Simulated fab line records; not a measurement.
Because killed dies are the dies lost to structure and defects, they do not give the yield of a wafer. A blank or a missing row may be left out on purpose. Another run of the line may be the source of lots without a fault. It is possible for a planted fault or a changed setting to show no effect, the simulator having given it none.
A lot that was struck, set against a sound lot	flow rit_cmos	18 steps out of a route of 202
Sound: these wafers, L242.1, L242.2, L242.5. Struck: wafers L241.3, L241.5, L241.6. Last of all comes the cause.
Per side, at each step with rows, come the tool, then ch with its chambers, and then its first start. Under that, the readings that differ: sound wafers	struck wafers	difference of the means	sigmas: that difference in standard deviations of wafers without a fault.
alike: same words and numbers on both sides, and readings whose means sit less than 2 such deviations apart. not compared: any withheld reading, any reading some wafer has no value for, any bound like >300 that may hide the same value, and any number with overlapping values for which the record gives no deviation.
Wherever a step has rows on one side only, a row that says differs or no value, or a row with sigmas, the two part there. Non-overlapping numbers with no deviation appear without sigmas and do not part them. A reading missing from all wafers of one side parts the sides only when that side holds two or more wafers.

first, 1 step without rows for these wafers: RIT_SILICIDE_WET_ETCH_00 (etches SiO2 in BOE, target depth 14 nm, time 15 s).
RIT_SILICIDE_SPUTTER_01: material Ti, target thk 30 nm, time 229.8 s.
  sound on pvd_sputter-04, day 7 07:42; struck on pvd_sputter-02, day 7 03:50
  alike: cathode_dc_power_W, substrate_temp_c, throttle_valve_pct
RIT_SILICIDE_RS_MEAS_02: measurement is done with a four-point probe.
  sound on film_metro-01, day 7 07:51; struck on film_metro-01, day 7 04:01
  alike: SILICIDE_TI_RS
RIT_SILICIDE_THK_MEAS_03: measures by xrf.
  sound on film_metro-01, day 7 07:58; struck on film_metro-01, day 7 04:07
  alike: SILICIDE_TI_THK
RIT_SILICIDE_RTA_04: time 10 s, ramp up 5 s, ramp down 5 s.
  sound on rtp_anneal-01 ch 0, day 7 08:02; struck on rtp_anneal-02 ch 0, day 7 04:11
  alike: wafer_temp_C_max
then, 1 step without rows for these wafers: RIT_SILICIDE_WET_ETCH_05 (etches Ti in SPM, time 120 s).
RIT_SILICIDE_RTA_06: time 10 s, ramp up 5 s, ramp down 10 s.
  sound on rtp_anneal-02 ch 0, day 7 08:08; struck on rtp_anneal-01 ch 0, day 7 04:20
reading	sound	struck	difference	sigmas
wafer_temp_C_max	751.4 751.6 751.9	753.2 755.1 754.3	+2.6	+2
RIT_CONTACT_CVD_00: deposits SiO2 from TEOS, target thk 400 nm, time 61 s.
  sound on pecvd-04 ch 0,1,2, day 7 08:12; struck on pecvd-02 ch 1,2, day 7 04:23
  alike: heater_power_w
  not compared: since_wet_clean_h
RIT_CONTACT_THK_MEAS_01:
  sound on film_metro-03, day 7 08:15; struck on film_metro-02, day 7 04:27
  alike: CONTACT_TEOS_THK
then, 3 steps without rows for these wafers: RIT_CONTACT_HMDS_02 (prime time 60 s); RIT_CONTACT_COAT_03 (resist thk 1000 nm); RIT_CONTACT_SOFTBAKE_04 (time 58.15 s).
RIT_CONTACT_EXPOSE_05: exposes mask M11, target cd 1000 nm.
  sound on iline_stepper-01 ch 0, day 7 08:53; struck on iline_stepper-02 ch 0, day 7 04:59
reading	sound	struck	difference	sigmas
model.CONTACT.overlay_x_nm (nm)	0.5609 0.5609 0.5609	-149.4 -149.4 -149.4	-150.0	
  alike: mask, stage_vel_mm_s
then, 2 steps without rows for these wafers: RIT_CONTACT_PEB_06; RIT_CONTACT_DEVELOP_07 (develop time 120 s).
RIT_CONTACT_CD_MEAS_08: target cd 1000 nm.
  sound on cd_sem-02, day 7 09:24; struck on cd_sem-01, day 7 05:30
  alike: cd_nm
RIT_CONTACT_OVL_MEAS_09:
  sound on overlay-02, day 7 09:31; struck on overlay-02, day 7 05:47
reading	sound	struck	difference	sigmas
CONTACT_OVL (nm)	-0.1 1.1 -0.8	-147.3 -150.0 -147.4	-148.3	-99
  not compared: hold
RIT_M1_PROBE_99:
  rows exist in the record for the sound wafers here (prober-02, day 7 14:35), none for the struck ones

## WHERE THEY PART
At RIT_SILICIDE_RTA_06 first; at RIT_M1_PROBE_99 last (within this record only).

WHY: the cause the simulator had injected
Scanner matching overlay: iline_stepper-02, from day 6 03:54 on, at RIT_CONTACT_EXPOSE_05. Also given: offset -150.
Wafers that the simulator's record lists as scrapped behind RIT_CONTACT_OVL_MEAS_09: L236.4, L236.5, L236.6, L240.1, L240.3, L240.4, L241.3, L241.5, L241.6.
